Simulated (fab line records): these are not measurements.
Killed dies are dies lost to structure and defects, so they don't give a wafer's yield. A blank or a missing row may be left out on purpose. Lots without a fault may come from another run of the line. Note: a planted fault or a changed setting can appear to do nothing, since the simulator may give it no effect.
A struck lot beside a sound one | flow ritCmos | 28 steps out of a route of 202
Sound: wafers L826.2, L826.4, L826.5. Struck: wafers L815.1, L815.3, L815.4. At the end, the cause is stated.
At each step with rows: each side's tool, then ch and its chambers, then its first start. Under that, the readings that differ: sound wafers | struck wafers | difference of the means | sigmas: that difference in standard deviations of wafers without a fault.
alike: readings whose means differ by less than 2 such deviations, and words and numbers that are the same on both sides. not compared: withheld readings, readings that some wafer has no value for, bounds like >300 that may hide the same value, and numbers for which the record gives no deviation and whose values overlap.
The two part at a step that has a row with sigmas, a row that says differs or no value, or rows on one side only. When numbers do not overlap yet have no deviation, they are printed without sigmas and do not part them. A reading that every wafer of one side lacks parts them only if that side has two wafers or more.

RIT_ACTIVE_BOW_MEAS_00:
  sound: filmMetro-02 at day 5 04:01; struck: filmMetro-03 at day 2 21:00
  alike: INCOMING_BOW
RIT_ACTIVE_OXIDATION_01: target thk 46.8 nm, ox time 3360 s.
  sound on furnace-01 ch 0, day 5 04:11; struck on furnace-01 ch 0, day 3 02:58
  alike: spikeTcLoadC
RIT_ACTIVE_THK_MEAS_02:
  sound: filmMetro-03 at day 5 06:08; struck: filmMetro-03 at day 3 04:58
reading               | sound          | struck         | difference | sigmas
ACTIVE_OXIDE_THK (nm) | 47.6 48.6 47.6 | 74.1 75.1 76.0 | +27.1      | +38
then, 1 step without rows for these wafers: RIT_ACTIVE_CVD_03 (deposits Si3N4 from SiH2Cl2/NH3, target thk 150 nm, time 1500 s).
RIT_ACTIVE_THK_MEAS_04:
  sound: filmMetro-02 at day 5 07:37; struck: filmMetro-02 at day 3 07:48
  alike: ACTIVE_NITRIDE_THK
then, 6 steps without rows for these wafers: RIT_ACTIVE_HMDS_05 (prime time 60 s); RIT_ACTIVE_COAT_06 (resist thk 1000 nm); RIT_ACTIVE_SOFTBAKE_07 (time 60 s); RIT_ACTIVE_EXPOSE_08 (exposes mask M1, target cd 1400 nm); RIT_ACTIVE_PEB_09; RIT_ACTIVE_DEVELOP_10 (develop time 50 s).
RIT_ACTIVE_CD_MEAS_11: target cd 1400 nm.
  sound: cdSem-01 at day 5 08:39; struck: cdSem-02 at day 3 09:07
  alike: cdNm
then, 1 step without rows for these wafers: RIT_ACTIVE_HARDBAKE_12 (time 60 s).
RIT_ACTIVE_ETCH_13: etches Si3N4 in SF6, stops on SiO2, time 210 s, target depth 210 nm.
  sound on rieDiel-01 ch 0,3, day 5 08:54; struck on rieDiel-04 ch 0,1,2, day 3 09:24
reading                                      | sound             | struck           | difference | sigmas
model.SiO2_of_ACTIVE_OXIDATION_01.thkNm (nm) | 45.86 48.53 45.88 | 72.26 75.1 75.96 | +27.68     | 
  alike: drypumpMotorCurrentA, oesProductAu, throttleValvePct
  not compared: rfHoursCounterH
RIT_ACTIVE_STRIP_14: strips in O2, time 180 s.
  sound on plasmaAsher-01 ch 0,1, day 5 09:02; struck on plasmaAsher-04 ch 0,1, day 3 09:32
  alike: drypumpMotorCurrentA
  not compared: rfHoursCounterH
RIT_ACTIVE_CD_MEAS_90: target cd 1400 nm.
  sound: cdSem-01 at day 5 09:14; struck: cdSem-02 at day 3 09:43
  alike: cdNm
then, 4 steps without rows for these wafers: RIT_ACTIVE_CLEAN_15 (cleans in SC1, time 600 s); RIT_ACTIVE_CLEAN_16 (cleans in dHF, time 30 s); RIT_ACTIVE_CLEAN_17 (cleans in SC2, time 600 s); RIT_FOX1_OXIDATION_00 (target thk 350.7 nm, ox time 1130 s).
RIT_FOX1_THK_MEAS_01:
  sound: filmMetro-01 at day 5 13:38; struck: filmMetro-04 at day 3 12:28
reading             | sound       | struck      | difference | sigmas
FOX1_OXIDE_THK (nm) | 346 351 339 | 355 360 363 | +14        | +2
then, 2 steps without rows for these wafers: RIT_FOX1_WET_ETCH_02 (etches SiO2 in BOE, target depth 350 nm, time 390 s); RIT_FOX2_OXIDATION_00 (target thk 350.7 nm, ox time 1130 s).
RIT_FOX2_THK_MEAS_01:
  sound: filmMetro-04 at day 5 15:11; struck: filmMetro-04 at day 3 14:52
  alike: FOX2_OXIDE_THK
then, 1 step without rows for these wafers: RIT_FOX2_CLEAN_02 (cleans in dHF, time 180 s).
RIT_FOX2_WET_ETCH_03: etches Si3N4 in H3PO4, target depth 195 nm, time 2700 s.
  sound on wetBench-01 ch 1, day 5 15:18; struck on wetBench-04 ch 0, day 3 14:59
reading                                      | sound             | struck            | difference | sigmas
model.SiO2_of_ACTIVE_OXIDATION_01.thkNm (nm) | 40.74 43.08 40.76 | 64.08 66.59 67.39 | +24.49     | 
  alike: tempC
RIT_FOX2_THK_MEAS_90:
  sound: filmMetro-02 at day 5 16:13; struck: filmMetro-03 at day 3 15:44
  alike: FIELD_OXIDE_LEFT_1_THK
RIT_M1_PROBE_99:
  only the struck wafers here have rows in the record (prober-01, day 5 09:31); the sound ones have none

== WHERE THEY PART ==
First at RIT_ACTIVE_THK_MEAS_02; last, within this record, at RIT_M1_PROBE_99.

WHY: whatever the simulator had introduced
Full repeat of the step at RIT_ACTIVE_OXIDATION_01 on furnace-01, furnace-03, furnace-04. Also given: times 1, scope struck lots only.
